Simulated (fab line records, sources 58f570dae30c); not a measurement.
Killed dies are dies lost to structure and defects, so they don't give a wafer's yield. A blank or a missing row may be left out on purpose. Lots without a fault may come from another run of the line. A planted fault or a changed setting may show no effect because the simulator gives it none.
Which tool did it? | flow berkeley_cmos170 | 7 lots, 21 wafers sampled, at 1 step of a route of 331

WHAT THE GAUGES READ, wafer by wafer
UCB170_PWELL_OVL_MEAS_13.
lot  | measured    | on         | PWELL_OVL (nm)
L159 | day 3 15:31 | overlay-01 | 1 8 2
L161 | day 4 11:07 | overlay-01 | 1 8 3
L165 | day 4 12:11 | overlay-01 | -1 5 -3
L168 | day 5 03:11 | overlay-01 | 8 6 5
L171 | day 5 18:53 | overlay-02 | 5 7 10
L174 | day 6 06:22 | overlay-01 | 7 8 7
L179 | day 7 13:38 | overlay-01 | 10 3 8

WHICH TOOL RAN EACH LOT (tool, then ch and the chambers of the sampled wafers, then the start)
The record holds no process step before these readings.

THE ANSWER, worked out from the rows above alone
Rule: what is usual is taken from the lots themselves. Put in order of their means at a reading, lots are off if they are a third of the lots or fewer, leave a main group of 4 or more, and stand apart from it by a gap of 3 or more times the standard deviation of the main group's means; of several such gaps the widest counts. A main group whose means are all the same, to the digits that the tables above print for the reading, isn't used. A lot without any number at a reading at which 4 lots or more have one is off too. The other lots that the step has rows for count as sound.
No lot is off at any reading shown: from this, nothing can be told.

WHAT THE SIMULATOR HAD PUT IN
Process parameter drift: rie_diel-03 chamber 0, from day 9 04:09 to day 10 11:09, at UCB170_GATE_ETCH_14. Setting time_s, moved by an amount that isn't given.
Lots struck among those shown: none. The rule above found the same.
